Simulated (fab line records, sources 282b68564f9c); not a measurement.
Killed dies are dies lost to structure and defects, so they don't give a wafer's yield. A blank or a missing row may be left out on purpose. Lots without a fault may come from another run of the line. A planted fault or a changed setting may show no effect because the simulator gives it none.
Which tool did it? | flow rit_cmos | 14 lots, 42 wafers sampled, at 2 steps of a route of 202

WHAT THE GAUGES READ, wafer by wafer
The record holds no reading of a measuring or inspecting step that can be judged against a usual standard deviation.

WHICH TOOL RAN EACH LOT (tool, then ch and the chambers of the sampled wafers, then the start)
lot  | RIT_PSD_DEVELOP_05               | RIT_M1_PROBE_99
L945 | litho_track-03 ch 0, day 3 05:00 | prober-02, day 3 14:16
L946 | litho_track-01 ch 0, day 3 08:00 | prober-01, day 3 17:31
L947 | litho_track-01 ch 0, day 3 12:00 | prober-02, day 3 21:10
L948 | litho_track-04 ch 0, day 3 15:00 | prober-01, day 4 00:28
L949 | litho_track-03 ch 0, day 3 22:00 | prober-02, day 4 06:53
L952 | litho_track-01 ch 0, day 4 17:00 | prober-02, day 5 02:25
L956 | litho_track-01 ch 0, day 5 13:00 | prober-02, day 5 22:34
L959 | litho_track-03 ch 0, day 6 05:00 | prober-01, day 6 14:07
L960 | litho_track-03 ch 0, day 6 05:00 | prober-02, day 6 15:28
L961 | litho_track-03 ch 0, day 6 10:00 | prober-01, day 6 19:27
L962 | litho_track-03 ch 0, day 6 20:00 | prober-02, day 7 05:35
L963 | litho_track-03 ch 0, day 7 02:00 | prober-02, day 7 11:38
L966 | litho_track-04 ch 0, day 7 21:00 | prober-02, day 8 06:44
L967 | litho_track-03 ch 0, day 8 00:00 | prober-02, day 8 10:17
- RIT_PSD_DEVELOP_05: develop time 50 s.
- RIT_M1_PROBE_99

WHAT THE TOOLS THEMSELVES READ (means of the sampled wafers that have a number; where no wafer has one, the mark that the record gives instead)
RIT_PSD_DEVELOP_05.
lot  | tool           | developer_temp_C (C)
L945 | litho_track-03 | 22.72
L946 | litho_track-01 | 22.88
L947 | litho_track-01 | 23.02
L948 | litho_track-04 | 23.07
L949 | litho_track-03 | 23.10
L952 | litho_track-01 | 20.80
L956 | litho_track-01 | 20.80
L959 | litho_track-03 | 22.99
L960 | litho_track-03 | 23.05
L961 | litho_track-03 | 23.00
L962 | litho_track-03 | 22.91
L963 | litho_track-03 | 22.92
L966 | litho_track-04 | 22.97
L967 | litho_track-03 | 22.86

RIT_M1_PROBE_99.
lot  | tool      | killed_at_contacts | killed_at_front_end | killed_dies | killed_open | killed_short
L945 | prober-02 | 0.0                | 6.3                 | 6.3         | 2.3         | 4.0
L946 | prober-01 | 0.3                | 7.7                 | 8.0         | 3.0         | 5.0
L947 | prober-02 | 0.7                | 5.0                 | 5.7         | 2.3         | 3.3
L948 | prober-01 | 0.0                | 7.7                 | 7.7         | 4.3         | 3.3
L949 | prober-02 | 0.0                | 8.0                 | 8.0         | 4.0         | 4.0
L952 | prober-02 | 0.0                | 5.3                 | 5.3         | 1.7         | 3.7
L956 | prober-02 | 0.0                | 7.7                 | 7.7         | 2.7         | 5.0
L959 | prober-01 | 0.0                | 8.3                 | 8.3         | 4.3         | 4.0
L960 | prober-02 | 0.0                | 9.3                 | 9.3         | 5.3         | 4.0
L961 | prober-01 | 0.0                | 7.0                 | 7.0         | 4.3         | 2.7
L962 | prober-02 | 0.0                | 8.3                 | 8.3         | 4.0         | 4.3
L963 | prober-02 | 0.0                | 5.7                 | 5.7         | 2.0         | 3.7
L966 | prober-02 | 0.0                | 5.3                 | 5.3         | 3.7         | 1.7
L967 | prober-02 | 0.0                | 6.0                 | 6.0         | 2.7         | 3.3

THE ANSWER, worked out from the rows above alone
Rule: what is usual is taken from the lots themselves. Put in order of their means at a reading, lots are off if they are a third of the lots or fewer, leave a main group of 4 or more, and stand apart from it by a gap of 3 or more times the standard deviation of the main group's means; of several such gaps the widest counts. A main group whose means are all the same, to the digits that the tables above print for the reading, isn't used. A lot without any number at a reading at which 4 lots or more have one is off too. The other lots that the step has rows for count as sound. The gauges are gone through in route order, then the tools' own readings, and for those a lot's mean is taken as printed above. The first step at which some lot is off is used, and at that step the reading that is off furthest; a lot without a number counts as furthest.
Off: L952, L956, at RIT_PSD_DEVELOP_05 (developer_temp_C). The main group: mean 22.96 C, standard deviation 0.1.
A tool fits if, at that step or a process step before it, it ran every lot that is off, and no sound lot after the first of them. One fits: litho_track-01 at RIT_PSD_DEVELOP_05. Its last sound lot is L947 (day 3 12:00), its first lot that is off L952 (day 4 17:00): a fault that began between those two fits.
The tool's own readings at RIT_PSD_DEVELOP_05 bear it out: on the lots that are off they differ by more than 5 times the standard deviation of the sound lots' means. developer_temp_C reads 20.80 C there against 22.96 C on the sound lots.

WHAT THE SIMULATOR HAD PUT IN
Process parameter drift: litho_track-01, from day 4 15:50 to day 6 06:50, at RIT_PSD_DEVELOP_05. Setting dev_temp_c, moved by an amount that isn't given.
Lots struck among those shown: L952, L956. The rule above found the same.
